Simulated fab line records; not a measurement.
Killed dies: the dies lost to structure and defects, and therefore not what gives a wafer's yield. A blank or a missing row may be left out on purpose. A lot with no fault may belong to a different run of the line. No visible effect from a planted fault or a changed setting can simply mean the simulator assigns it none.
Struck lot and sound lot, side by side :: flow berkeley_cmos170 :: 14 out of 331 route steps
Sound: wafers L826.3, L826.4, L826.5. Wafers L835.2, L835.3, L835.4 were the ones struck. The cause is named last.
Order at every step that has rows: each side's tool, ch and its chambers, its first start. Under that, the readings that differ: sound wafers :: struck wafers :: difference of the means :: sigmas: that difference in standard deviations of wafers without a fault.
alike: same words and numbers on both sides, and readings whose means sit less than 2 such deviations apart. not compared: any withheld reading, any reading some wafer has no value for, any bound like >300 that may hide the same value, and any number with overlapping values for which the record gives no deviation.
A row with sigmas, a row that says differs or no value, or rows on one side alone: a step with any of these is where the two part. When numbers do not overlap yet have no deviation, they are printed without sigmas and do not part them. Lack of a reading on every wafer of one side parts them only where that side has two or more wafers.

UCB170_CONTACT_THK_MEAS_02:
  sound on film_metro-02, day 7 05:05; struck on film_metro-03, day 9 02:07
  alike: CONTACT_PSG_THK
then, 3 steps without rows for these wafers: UCB170_CONTACT_HMDS_03 (prime time 60 s); UCB170_CONTACT_COAT_04 (resist thk 900 nm); UCB170_CONTACT_SOFTBAKE_05 (time 60 s).
UCB170_CONTACT_STRIP_06: strips in O2.
  sound on plasma_asher-04 ch 0,1, day 7 05:36; struck on plasma_asher-03 ch 0,1, day 9 02:37
  alike: chamber_pressure_mTorr, drypump_motor_current_A, oes_product_au, strip_time_to_endpoint_s
  not compared: rf_hours_counter_h
then, 1 step without rows for these wafers: UCB170_CONTACT_CLEAN_07 (cleans in SPM, time 600 s).
UCB170_CONTACT_RTA_08: time 10 s.
  sound on rtp_anneal-01 ch 0, day 7 06:01; struck on rtp_anneal-01 ch 0, day 9 04:20
  alike: wafer_temp_C_max
then, 5 steps without rows for these wafers: UCB170_CONTACT_COAT_09; UCB170_CONTACT_COAT_10 (resist thk 900 nm); UCB170_CONTACT_SOFTBAKE_11 (time 60 s); UCB170_CONTACT_EXPOSE_12 (exposes mask CONT, target cd 700 nm); UCB170_CONTACT_PEB_13.
UCB170_CONTACT_DEVELOP_14: develop time 45 s.
  sound on litho_track-02 ch 0, day 7 06:00; struck on litho_track-04, day 9 05:00
  no value came back on the struck wafers for chill_plate_temp_C (C), develop_time_s (s), exhaust_pa (Pa); on the sound wafers chill_plate_temp_C (C) reads 22.89 23.06 23.01
reading: model.KrF_of_CONTACT_COAT_10.thk_nm (nm)
sound: 888.3 889.1 884.5
struck: 905.1 904 904.9
difference: +17.4
sigmas: 
UCB170_CONTACT_CD_MEAS_15: the cd target is 700 nm.
  sound on cd_sem-02, day 7 07:06; struck on cd_sem-01, day 9 05:35
reading: cd_nm (nm)
sound: 698.1 699.0 698.4
struck: - - -
difference: no value on the struck wafers
sigmas: 

WHERE THEY PART
Earliest at UCB170_CONTACT_DEVELOP_14; latest, in this record, at UCB170_CONTACT_CD_MEAS_15.

WHY: the cause the simulator had injected
Entire step skipped (litho_track-04, UCB170_CONTACT_DEVELOP_14), from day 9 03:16 onward. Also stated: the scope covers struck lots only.
